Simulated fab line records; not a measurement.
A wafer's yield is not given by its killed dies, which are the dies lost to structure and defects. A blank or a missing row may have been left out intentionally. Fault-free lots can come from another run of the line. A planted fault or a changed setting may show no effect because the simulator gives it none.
Which tool was responsible? || flow berkeley_cmos170 || route of 331 steps, sampled at 1 step: 14 lots, 42 wafers

WHAT THE GAUGES READ, wafer by wafer
UCB170_GATE_THK_MEAS_02.
{"lot": "L135", "measured": "day 7 06:51", "on": "film_metro-04", "GATE_OXIDE_THK (nm)": "6.38 6.32 6.23"}
{"lot": "L136", "measured": "day 7 12:32", "on": "film_metro-01", "GATE_OXIDE_THK (nm)": "6.45 6.56 6.55"}
{"lot": "L137", "measured": "day 7 20:02", "on": "film_metro-03", "GATE_OXIDE_THK (nm)": "6.43 6.42 6.51"}
{"lot": "L138", "measured": "day 7 20:03", "on": "film_metro-01", "GATE_OXIDE_THK (nm)": "6.58 6.64 6.55"}
{"lot": "L139", "measured": "day 7 20:04", "on": "film_metro-04", "GATE_OXIDE_THK (nm)": "6.25 6.31 6.46"}
{"lot": "L143", "measured": "day 8 04:03", "on": "film_metro-04", "GATE_OXIDE_THK (nm)": "6.70 6.55 6.58"}
{"lot": "L140", "measured": "day 8 04:04", "on": "film_metro-03", "GATE_OXIDE_THK (nm)": "6.48 6.56 6.38"}
{"lot": "L144", "measured": "day 8 18:45", "on": "film_metro-03", "GATE_OXIDE_THK (nm)": "6.52 6.54 6.66"}
{"lot": "L146", "measured": "day 9 05:20", "on": "film_metro-03", "GATE_OXIDE_THK (nm)": "6.64 6.68 6.62"}
{"lot": "L152", "measured": "day 10 16:37", "on": "film_metro-03", "GATE_OXIDE_THK (nm)": "6.69 6.52 6.71"}
{"lot": "L154", "measured": "day 10 16:38", "on": "film_metro-04", "GATE_OXIDE_THK (nm)": "6.49 6.41 6.51"}
{"lot": "L153", "measured": "day 10 16:41", "on": "film_metro-04", "GATE_OXIDE_THK (nm)": "6.54 6.42 6.32"}
{"lot": "L156", "measured": "day 11 14:48", "on": "film_metro-01", "GATE_OXIDE_THK (nm)": "6.51 6.52 6.46"}
{"lot": "L158", "measured": "day 12 01:47", "on": "film_metro-03", "GATE_OXIDE_THK (nm)": "6.35 6.48 6.45"}

WHICH TOOL RAN EACH LOT (tool, then ch and the chambers of the sampled wafers, then the start)
The record holds no process step before these readings.

WHAT THE TOOLS THEMSELVES READ (means of the sampled wafers that have a number; where no wafer has one, the mark that the record gives instead)
The record holds no such reading with a usual standard deviation.

THE ANSWER, worked out from the rows above alone
Rule: the lots themselves supply what counts as usual. The widest of any qualifying gaps counts: lots, ordered by their means at a reading, are off when they make up no more than a third of the lots, leave a main group of 4 or more, and stand apart from it by 3 or more times the standard deviation of that group's means. If all means in a main group match to the digits the tables above print for the reading, that group is not used. A lot without any number at a reading at which 4 lots or more have one is off too. Any other lot the step has rows for is counted as sound. First the gauges in route order, then the tools' own readings, where a lot's mean is used as printed above. The first step at which some lot is off is used, and at that step the reading that is off furthest; a lot without a number counts as furthest.
No lot is off at any reading shown: from this, nothing can be told.

WHAT WAS PUT IN BY THE SIMULATOR
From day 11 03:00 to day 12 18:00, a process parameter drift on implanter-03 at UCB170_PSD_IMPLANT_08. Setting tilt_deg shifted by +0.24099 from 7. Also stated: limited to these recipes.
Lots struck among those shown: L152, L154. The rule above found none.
